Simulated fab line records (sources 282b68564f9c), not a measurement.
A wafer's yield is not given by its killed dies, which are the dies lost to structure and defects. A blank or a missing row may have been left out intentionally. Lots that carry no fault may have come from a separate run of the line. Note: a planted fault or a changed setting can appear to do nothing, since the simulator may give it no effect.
Struck lot and sound lot, side by side -- flow rit_cmos -- 19 steps out of a route of 202
Sound: these wafers, L594.2, L594.4, L594.6. Wafers struck: L602.1, L602.3, L602.6. Last of all comes the cause.
Per side, at each step with rows, come the tool, then ch with its chambers, and then its first start. Under that, the readings that differ: sound wafers -- struck wafers -- difference of the means -- sigmas: that difference in standard deviations of wafers without a fault.
alike: same words and numbers on both sides, and readings whose means sit less than 2 such deviations apart. not compared: any withheld reading, any reading some wafer has no value for, any bound like >300 that may hide the same value, and any number with overlapping values for which the record gives no deviation.
A row with sigmas, a row that says differs or no value, or rows on one side alone: a step with any of these is where the two part. Non-overlapping numbers with no deviation appear without sigmas and do not part them. A reading that every wafer of one side lacks parts them only if that side has two wafers or more.

first, 3 steps without rows for these wafers: RIT_GATE_CLEAN_02 (cleans in dHF, time 30 s); RIT_GATE_CLEAN_03 (cleans in SC2, time 600 s); RIT_GATE_CLEAN_04 (cleans in dHF, time 60 s).
RIT_FOX2_THK_MEAS_91:
  sound on film_metro-02, day 3 12:25; struck on film_metro-01, day 5 03:59
  alike: FIELD_OXIDE_LEFT_2_THK
then, 2 steps without rows for these wafers: RIT_GATE_OXIDATION_05 (target thk 3 nm, ox time 270 s); RIT_GATE_ANNEAL_06 (time 600 s).
RIT_GATE_THK_MEAS_07:
  sound on film_metro-01, day 3 16:33; struck on film_metro-02, day 5 06:18
  alike: GATE_OXIDE_THK
then, 1 step without rows for these wafers: RIT_GATE_CVD_08 (deposits poly-Si from SiH4, target thk 250 nm, time 2220 s).
RIT_GATE_THK_MEAS_09:
  sound on film_metro-03, day 3 18:19; struck on film_metro-03, day 5 07:59
  alike: GATE_POLY_THK
then, 2 steps without rows for these wafers: RIT_GATE_HMDS_10 (prime time 60 s); RIT_GATE_COAT_11 (resist thk 850 nm).
RIT_GATE_SOFTBAKE_12: time 61.13 s.
  sound on litho_track-03 ch 0, day 3 18:42; struck on litho_track-03 ch 0, day 5 08:20
  alike: plate_sensor_t_centre_C, plate_sensor_t_edge_C, resist_line_temp_C
RIT_GATE_EXPOSE_13: exposes mask M6, target cd 150 nm.
  sound on iline_stepper-02 ch 0, day 3 18:50; struck on iline_stepper-02 ch 0, day 5 08:29
reading,sound,struck,difference,sigmas
model.GATE.overlay_x_nm (nm),-0.6799 -0.6799 -0.6799,238.1 238.1 238.1,+238.8,
  alike: mask, focus_offset_nm, stage_vel_mm_s
then, 2 steps without rows for these wafers: RIT_GATE_PEB_14; RIT_GATE_DEVELOP_15 (develop time 50 s).
RIT_GATE_CD_MEAS_16: target cd 150 nm.
  sound on cd_sem-02, day 3 19:14; struck on cd_sem-02, day 5 08:53
  alike: cd_nm
RIT_GATE_OVL_MEAS_17:
  sound on overlay-01, day 3 19:21; struck on overlay-01, day 5 09:01
reading,sound,struck,difference,sigmas
GATE_OVL (nm),-2.0 -1.6 -1.2,237.7 237.8 239.6,+240.0,+99 or more
then, 1 step without rows for these wafers: RIT_GATE_HARDBAKE_18 (time 60 s).
RIT_M1_PROBE_99:
  sound on prober-01, day 4 17:33; struck on prober-01, day 6 06:50
reading,sound,struck,difference,sigmas
killed_at_M0_to_M3,0 0 1,0 0 0,+0,-2
model.etest.pldd.width_nm (nm),3188 3204 3188,3017 3027 3020,-172,
model.etest.nldd.width_nm (nm),3203 3192 3211,3028 3014 3009,-185,
model.etest.nldd.line_ohm_um,116.7 113.9 117.5,126.1 131.7 128.2,+12.6,
model.etest.gate_end_array.leak_log10_a_um,-13.03 -12.93 -12.81,-6.366 -6.585 -6.66,+6.386,
model.etest.select_edge_diode_p.over_limit,0 0 0,1 1 1,+1,
model.etest.select_edge_diode_n.over_limit,0 0 0,1 1 1,+1,
model.etest.nmos_0p15.junction_log10_a_um,-13.66 -13.71 -13.67,-12.62 -12.48 -12.66,+1.09,
model.etest.nmos_narrow.off_log10_a_um,-13.26 -13.24 -13.29,-12.56 -12.44 -12.6,+0.73,
  alike: killed_at_contacts, killed_at_front_end, killed_dies, killed_on_rim, killed_open, killed_short

WHERE THEY PART
At RIT_GATE_OVL_MEAS_17 first; at RIT_M1_PROBE_99 last (within this record only).

WHY: whatever the simulator had introduced
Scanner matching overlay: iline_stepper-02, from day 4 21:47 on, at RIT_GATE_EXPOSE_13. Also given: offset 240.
